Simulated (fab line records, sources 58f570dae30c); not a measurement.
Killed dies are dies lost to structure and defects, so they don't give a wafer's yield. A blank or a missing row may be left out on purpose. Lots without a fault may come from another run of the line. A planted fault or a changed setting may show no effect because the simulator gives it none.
A struck lot beside a sound one | flow berkeley_cmos170 | 19 steps out of a route of 331
Sound: wafers L286.1, L286.2, L286.4. Struck: wafers L289.2, L289.3, L289.5. The cause comes at the end.
At each step with rows: each side's tool, then ch and its chambers, then its first start. Under that, the readings that differ: sound wafers | struck wafers | difference of the means | sigmas: that difference in standard deviations of wafers without a fault.
alike: readings whose means differ by less than 2 such deviations, and words and numbers that are the same on both sides. not compared: withheld readings, readings that some wafer has no value for, bounds like >300 that may hide the same value, and numbers for which the record gives no deviation and whose values overlap.
The two part at a step that has a row with sigmas, a row that says differs or no value, or rows on one side only. Numbers that don't overlap but have no deviation are shown without sigmas and don't part them. A reading that every wafer of one side lacks parts them only if that side has two wafers or more.

UCB170_NLDD_CD_MEAS_06: target cd 1200 nm.
  sound on cd_sem-01, day 9 13:22; struck on cd_sem-02, day 10 10:27
  reading    | sound                | struck               | difference | sigmas
  cd_nm (nm) | 1200.4 1198.6 1199.6 | 1202.9 1202.3 1202.8 | +3.1       | +2
UCB170_NLDD_OVL_MEAS_07:
  sound on overlay-02, day 9 13:29; struck on overlay-01, day 10 10:33
  alike: NLDD_OVL
then, 2 steps without rows for these wafers: UCB170_NLDD_IMPLANT_08; UCB170_NLDD_IMPLANT_09.
UCB170_NLDD_STRIP_10: strips in O2.
  sound on plasma_asher-02 ch 0,1, day 9 13:49; struck on plasma_asher-02 ch 0, day 10 10:53
  alike: drypump_motor_current_A, oes_product_au, strip_time_to_endpoint_s
  not compared: rf_hours_counter_h
UCB170_NLDD_TW_MEAS_11:
  sound on film_metro-01, day 9 13:55; struck on film_metro-02, day 10 10:59
  reading | sound          | struck         | difference | sigmas
  NLDD_TW | 2251 2252 2257 | 2221 2211 2212 | -39        | -2
then, 1 step without rows for these wafers: UCB170_NLDD_CLEAN_12 (cleans in SPM, time 600 s).
UCB170_SPACER_CVD_00: deposits SiO2 from TEOS/O2, target thk 376 nm, time 47 s.
  sound on pecvd-02 ch 0,2, day 9 14:29; struck on pecvd-02 ch 0,1, day 10 11:14
  alike: heater_power_w
UCB170_SPACER_THK_MEAS_01:
  sound on film_metro-03, day 9 14:32; struck on film_metro-01, day 10 11:17
  alike: SPACER_TEOS_THK
then, 1 step without rows for these wafers: UCB170_SPACER_ANNEAL_02 (time 1800 s).
UCB170_SPACER_ETCHBACK_03: etches SiO2 in CHF3/CF4/Ar, stops on Si, target depth 376 nm, time 100 s.
  sound on rie_diel-02 ch 0,1,3, day 9 17:58; struck on rie_diel-01 ch 0,1, day 10 15:20
  alike: drypump_motor_current_A, oes_product_au, throttle_valve_pct
  not compared: rf_hours_counter_h
then, 1 step without rows for these wafers: UCB170_PSD_HMDS_00 (prime time 60 s).
UCB170_PSD_COAT_01: resist thk 900 nm.
  sound on litho_track-02 ch 0, day 9 18:31; struck on litho_track-04, day 10 15:35
  no value came back on the struck wafers for chill_plate_temp_C (C), dispense_pressure_kPa (kPa), resist_line_temp_C (C); on the sound wafers chill_plate_temp_C (C) reads 22.88 22.93 22.93
then, 4 steps without rows for these wafers: UCB170_PSD_SOFTBAKE_02 (time 60 s); UCB170_PSD_EXPOSE_03 (exposes mask PSELECT MOD, target cd 1200 nm); UCB170_PSD_PEB_04; UCB170_PSD_DEVELOP_05 (develop time 43.39 s).
UCB170_PSD_CD_MEAS_06: target cd 1200 nm.
  sound on cd_sem-02, day 9 19:49; struck on cd_sem-02, day 10 16:23
  reading    | sound                | struck | difference                    | sigmas
  cd_nm (nm) | 1201.5 1200.2 1202.6 | - - -  | no value on the struck wafers |
UCB170_PSD_OVL_MEAS_07:
  sound on overlay-02, day 9 19:56; struck on overlay-02, day 10 16:30
  reading      | sound   | struck | difference                    | sigmas
  PSD_OVL (nm) | 2 -3 -4 | - - -  | no value on the struck wafers |

WHERE THEY PART
First at UCB170_NLDD_CD_MEAS_06; last, within this record, at UCB170_PSD_OVL_MEAS_07.

WHY: what the simulator had put in
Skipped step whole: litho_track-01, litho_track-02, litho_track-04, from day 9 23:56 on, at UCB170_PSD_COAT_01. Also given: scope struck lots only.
